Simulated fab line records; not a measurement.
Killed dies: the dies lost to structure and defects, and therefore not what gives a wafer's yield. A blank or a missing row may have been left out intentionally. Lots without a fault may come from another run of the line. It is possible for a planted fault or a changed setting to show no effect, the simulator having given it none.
Code-filled problem report in 8D (eight disciplines) form :: flow rit_cmos :: the parts of the form that need people (team, actions taken, sign-off) are left out

## 1. WHAT WENT WRONG
chamber_pressure_mTorr at RIT_ACTIVE_ETCH_13 reads a mean of 312.09 mTorr on 6 wafers of 2 lots; wafers without a fault read 259.97 mTorr with a standard deviation of 0.25. So: +99 or more standard deviations from the usual mean.
The step: etches Si3N4 in SF6, stops on SiO2, time 210 s, target depth 210 nm.
First observed at day 3 11:43: wafer L543.3, on rie_diel-03. At this step, 39 wafers from 13 lots have a number in the record. By rule, "out" or "out of limits" means more than 4 standard deviations away from the usual mean. Any other wafer with a number is counted as sound.

## 2. WHAT IT IS, WHAT IT ISN'T
question: which readings at this step
is: chamber_pressure_mTorr
is not: drypump_motor_current_A, oes_product_au, throttle_valve_pct

question: which lots
is: L543, L544
is not: L534, L535, L536, L541, L548, L549, L551, L552, L554, L555, L557

question: which wafers of those lots
is: all that have a number
is not: -

question: read on which tools
is: rie_diel-03
is not: rie_diel-01, rie_diel-04

question: when
is: from day 3 11:43
is not: up to then (12 sound wafers); but 21 sound wafers of L548, L549, L551, L552, L554, L555, L557 came after

## 3. THE SUSPECTS, EACH WITH WHAT RULES IT OUT
Counting: a tool at a process step up to the reading stays a suspect if it ran every lot that is out and no sound lot after the first of them.
- rie_diel-03 at RIT_ACTIVE_ETCH_13 (etches Si3N4 in SF6, stops on SiO2, time 210 s, target depth 210 nm): kept. It ran every lot that is out, first L543 (day 3 11:43), and no sound lot after that; its last sound lot up to then is L534 (day 1 14:43). Its own readings are out on those wafers: chamber_pressure_mTorr.
Remaining after the count: rie_diel-03 at RIT_ACTIVE_ETCH_13.

## 4. THE CAUSE (what the simulator had put in)
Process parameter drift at RIT_ACTIVE_ETCH_13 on rie_diel-03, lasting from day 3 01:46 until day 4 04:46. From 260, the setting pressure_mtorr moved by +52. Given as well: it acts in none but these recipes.
After counting, this tool was the only one left.

## 5. THE CHAIN OF EFFECTS, in route order
One row per reading whose mean, taken over the struck wafers that have a number, lies over 3 standard deviations from the usual. Only readings for which the record gives a usual standard deviation are gone through. hours: the time from each lot's start at the first step in this table that gives one to its start at this step, as a median over the lots. sigmas: the change in usual standard deviations.
hours: 0
step: RIT_ACTIVE_ETCH_13
reading: chamber_pressure_mTorr
usual: 259.97 mTorr
on struck wafers: 312.09
change: +52.12
sigmas: +99 or more
It contains these process steps:
- RIT_ACTIVE_ETCH_13: etches Si3N4 in SF6, stops on SiO2, time 210 s, target depth 210 nm.

## 6. WHAT WOULD HAVE CAUGHT IT SOONER
The fault began at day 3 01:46; the first out-of-limits reading in this record came at day 3 11:43, 10 hours later.
